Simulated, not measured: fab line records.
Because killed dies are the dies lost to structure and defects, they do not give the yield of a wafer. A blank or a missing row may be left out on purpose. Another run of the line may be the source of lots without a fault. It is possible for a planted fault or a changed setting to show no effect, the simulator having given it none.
Which tool did it? || flow ritCmos || 42 wafers from 14 lots sampled at 3 of the route's 202 steps

## WHAT THE GAUGES READ, wafer by wafer
RIT_PLDD_TW_MEAS_10. Usual: PLDD_TW 2359, standard deviation 12.
{"lot": "L355", "measured": "day 3 00:28", "on": "filmMetro-03", "PLDD_TW": "2387 2367 2371", "flag": ""}
{"lot": "L356", "measured": "day 3 07:11", "on": "filmMetro-01", "PLDD_TW": "2339 2340 2339", "flag": ""}
{"lot": "L357", "measured": "day 3 10:37", "on": "filmMetro-02", "PLDD_TW": "2345 2352 2352", "flag": ""}
{"lot": "L358", "measured": "day 3 16:59", "on": "filmMetro-02", "PLDD_TW": "2349 2346 2359", "flag": ""}
{"lot": "L359", "measured": "day 3 21:04", "on": "filmMetro-03", "PLDD_TW": "2359 2367 2364", "flag": ""}
{"lot": "L362", "measured": "day 4 11:12", "on": "filmMetro-02", "PLDD_TW": "2374 2371 2375", "flag": ""}
{"lot": "L363", "measured": "day 4 17:28", "on": "filmMetro-03", "PLDD_TW": "2353 2371 2366", "flag": ""}
{"lot": "L367", "measured": "day 5 13:10", "on": "filmMetro-02", "PLDD_TW": "2638 2633 2637", "flag": "OFF"}
{"lot": "L369", "measured": "day 5 22:28", "on": "filmMetro-02", "PLDD_TW": "2643 2635 2640", "flag": "OFF"}
{"lot": "L370", "measured": "day 6 03:51", "on": "filmMetro-02", "PLDD_TW": "2371 2358 2366", "flag": ""}
{"lot": "L371", "measured": "day 6 09:11", "on": "filmMetro-02", "PLDD_TW": "2358 2372 2367", "flag": ""}
{"lot": "L373", "measured": "day 6 19:43", "on": "filmMetro-01", "PLDD_TW": "2348 2343 2343", "flag": ""}
{"lot": "L375", "measured": "day 7 04:17", "on": "filmMetro-02", "PLDD_TW": "2369 2381 2366", "flag": ""}
{"lot": "L376", "measured": "day 7 08:50", "on": "filmMetro-01", "PLDD_TW": "2340 2345 2342", "flag": ""}

RIT_SDANNEAL_RS_MEAS_06: measurement is done with a four-point probe. Usual: PLDD_RS 178.6 ohm/sq, standard deviation 0.44.
{"lot": "L355", "measured": "day 3 06:38", "on": "filmMetro-02", "PLDD_RS (ohm/sq)": "179.2 178.1 178.7", "flag": ""}
{"lot": "L356", "measured": "day 3 13:16", "on": "filmMetro-02", "PLDD_RS (ohm/sq)": "178.5 178.4 178.1", "flag": ""}
{"lot": "L357", "measured": "day 3 16:43", "on": "filmMetro-03", "PLDD_RS (ohm/sq)": "178.9 178.8 179.0", "flag": ""}
{"lot": "L358", "measured": "day 3 23:29", "on": "filmMetro-02", "PLDD_RS (ohm/sq)": "179.1 179.3 178.9", "flag": ""}
{"lot": "L359", "measured": "day 4 03:09", "on": "filmMetro-01", "PLDD_RS (ohm/sq)": "178.6 178.8 179.1", "flag": ""}
{"lot": "L362", "measured": "day 4 17:34", "on": "filmMetro-02", "PLDD_RS (ohm/sq)": "178.8 178.9 179.3", "flag": ""}
{"lot": "L363", "measured": "day 4 23:48", "on": "filmMetro-03", "PLDD_RS (ohm/sq)": "179.0 178.4 178.3", "flag": ""}
{"lot": "L367", "measured": "day 5 19:23", "on": "filmMetro-02", "PLDD_RS (ohm/sq)": "157.2 157.3 157.5", "flag": "OFF"}
{"lot": "L369", "measured": "day 6 04:31", "on": "filmMetro-03", "PLDD_RS (ohm/sq)": "156.2 156.6 155.9", "flag": "OFF"}
{"lot": "L370", "measured": "day 6 10:08", "on": "filmMetro-02", "PLDD_RS (ohm/sq)": "178.9 178.8 178.9", "flag": ""}
{"lot": "L371", "measured": "day 6 15:16", "on": "filmMetro-03", "PLDD_RS (ohm/sq)": "178.7 178.6 178.2", "flag": ""}
{"lot": "L373", "measured": "day 7 01:59", "on": "filmMetro-01", "PLDD_RS (ohm/sq)": "178.2 177.9 178.0", "flag": ""}
{"lot": "L375", "measured": "day 7 10:28", "on": "filmMetro-02", "PLDD_RS (ohm/sq)": "178.5 178.2 178.2", "flag": ""}
{"lot": "L376", "measured": "day 7 15:22", "on": "filmMetro-01", "PLDD_RS (ohm/sq)": "178.6 178.3 177.9", "flag": ""}

## WHAT TOOL EACH LOT RAN ON (gives the tool, then ch and the chambers of the sampled wafers, and finally the start)
{"lot": "L355", "RIT_PLDD_IMPLANT_08": "implanter-02 ch 0, day 3 00:08"}
{"lot": "L356", "RIT_PLDD_IMPLANT_08": "implanter-04 ch 0, day 3 06:52"}
{"lot": "L357", "RIT_PLDD_IMPLANT_08": "implanter-04 ch 0, day 3 10:17"}
{"lot": "L358", "RIT_PLDD_IMPLANT_08": "implanter-02 ch 0, day 3 16:40"}
{"lot": "L359", "RIT_PLDD_IMPLANT_08": "implanter-04 ch 0, day 3 20:46"}
{"lot": "L362", "RIT_PLDD_IMPLANT_08": "implanter-01 ch 0, day 4 10:53"}
{"lot": "L363", "RIT_PLDD_IMPLANT_08": "implanter-01 ch 0, day 4 17:10"}
{"lot": "L367", "RIT_PLDD_IMPLANT_08": "implanter-01 ch 0, day 5 12:52"}
{"lot": "L369", "RIT_PLDD_IMPLANT_08": "implanter-01 ch 0, day 5 22:08"}
{"lot": "L370", "RIT_PLDD_IMPLANT_08": "implanter-04 ch 0, day 6 03:32"}
{"lot": "L371", "RIT_PLDD_IMPLANT_08": "implanter-04 ch 0, day 6 08:53"}
{"lot": "L373", "RIT_PLDD_IMPLANT_08": "implanter-04 ch 0, day 6 19:25"}
{"lot": "L375", "RIT_PLDD_IMPLANT_08": "implanter-04 ch 0, day 7 03:58"}
{"lot": "L376", "RIT_PLDD_IMPLANT_08": "implanter-02 ch 0, day 7 08:32"}
- RIT_PLDD_IMPLANT_08

## AS READ BY THE TOOLS THEMSELVES (means over the sampled wafers that have a number; for cases with no such wafer, the mark the record gives instead)
RIT_PLDD_IMPLANT_08. Usual: doseIonsCm2 9.002e+14, standard deviation 8.7e+11; endStationPressureTorr 7.3e-06 Torr, standard deviation 4.1e-07; faradayCurrentUA 2826, standard deviation 51.
{"lot": "L355", "tool": "implanter-02", "doseIonsCm2": 9.000e+14, "endStationPressureTorr (Torr)": 7.3e-06, "faradayCurrentUA": 2813, "flag": ""}
{"lot": "L356", "tool": "implanter-04", "doseIonsCm2": 9.002e+14, "endStationPressureTorr (Torr)": 7.4e-06, "faradayCurrentUA": 2826, "flag": ""}
{"lot": "L357", "tool": "implanter-04", "doseIonsCm2": 9.009e+14, "endStationPressureTorr (Torr)": 7.5e-06, "faradayCurrentUA": 2855, "flag": ""}
{"lot": "L358", "tool": "implanter-02", "doseIonsCm2": 8.999e+14, "endStationPressureTorr (Torr)": 7.2e-06, "faradayCurrentUA": 2798, "flag": ""}
{"lot": "L359", "tool": "implanter-04", "doseIonsCm2": 8.999e+14, "endStationPressureTorr (Torr)": 7.4e-06, "faradayCurrentUA": 2828, "flag": ""}
{"lot": "L362", "tool": "implanter-01", "doseIonsCm2": 9.005e+14, "endStationPressureTorr (Torr)": 7.2e-06, "faradayCurrentUA": 2831, "flag": ""}
{"lot": "L363", "tool": "implanter-01", "doseIonsCm2": 9.011e+14, "endStationPressureTorr (Torr)": 7.2e-06, "faradayCurrentUA": 2800, "flag": ""}
{"lot": "L367", "tool": "implanter-01", "doseIonsCm2": 1.439e+15, "endStationPressureTorr (Torr)": 8.5e-06, "faradayCurrentUA": 4475, "flag": "OFF"}
{"lot": "L369", "tool": "implanter-01", "doseIonsCm2": 1.441e+15, "endStationPressureTorr (Torr)": 9.0e-06, "faradayCurrentUA": 4512, "flag": "OFF"}
{"lot": "L370", "tool": "implanter-04", "doseIonsCm2": 9.004e+14, "endStationPressureTorr (Torr)": 7.2e-06, "faradayCurrentUA": 2849, "flag": ""}
{"lot": "L371", "tool": "implanter-04", "doseIonsCm2": 9.003e+14, "endStationPressureTorr (Torr)": 7.1e-06, "faradayCurrentUA": 2835, "flag": ""}
{"lot": "L373", "tool": "implanter-04", "doseIonsCm2": 9.000e+14, "endStationPressureTorr (Torr)": 7.5e-06, "faradayCurrentUA": 2761, "flag": ""}
{"lot": "L375", "tool": "implanter-04", "doseIonsCm2": 8.996e+14, "endStationPressureTorr (Torr)": 7.2e-06, "faradayCurrentUA": 2789, "flag": ""}
{"lot": "L376", "tool": "implanter-02", "doseIonsCm2": 8.997e+14, "endStationPressureTorr (Torr)": 7.2e-06, "faradayCurrentUA": 2894, "flag": ""}

## THE ANSWER, worked out from the rows above alone
Rule: a lot counts as off when the mean over its wafers that have a number is more than 3 standard deviations away from the usual mean. Also off: a lot with no number at a reading for which 4 or more lots have one. All remaining lots with rows at the step are treated as sound. Order of review: gauges by route order, followed by the tools' own readings, for which a lot's mean as printed above is used. At the first step where some lot is off, the reading lying furthest off is the one used; lots without a number count as furthest.
Off: L367, L369, at RIT_PLDD_TW_MEAS_10 (PLDD_TW).
If a tool, at a process step before that reading, ran all the lots that are off and no sound lot after the first of them, it fits. The gauges at RIT_PLDD_TW_MEAS_10 aren't tried: what is off there is off at RIT_PLDD_IMPLANT_08 too, on other tools, and a gauge's error can't cause that. One fits: RIT_PLDD_IMPLANT_08 on implanter-01. Its last sound lot is L363 (day 4 17:10), its first lot that is off L367 (day 5 12:52): a fault that began between those two fits.
The tool's own readings at RIT_PLDD_IMPLANT_08 bear it out: on the lots that are off they differ by more than 5 times the standard deviation of the sound lots' means. doseIonsCm2 reads 1.440e+15 there against 9.002e+14 on the sound lots; endStationPressureTorr reads 8.7e-06 Torr there against 7.3e-06 Torr on the sound lots; faradayCurrentUA reads 4494 there against 2823 on the sound lots.

## WHAT THE SIMULATOR HAD INSERTED
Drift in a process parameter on implanter-01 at RIT_PLDD_IMPLANT_08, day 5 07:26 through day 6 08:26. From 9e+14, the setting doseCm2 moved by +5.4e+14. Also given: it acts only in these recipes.
Lots struck among those shown: L367, L369. This agrees with what the rule above found.
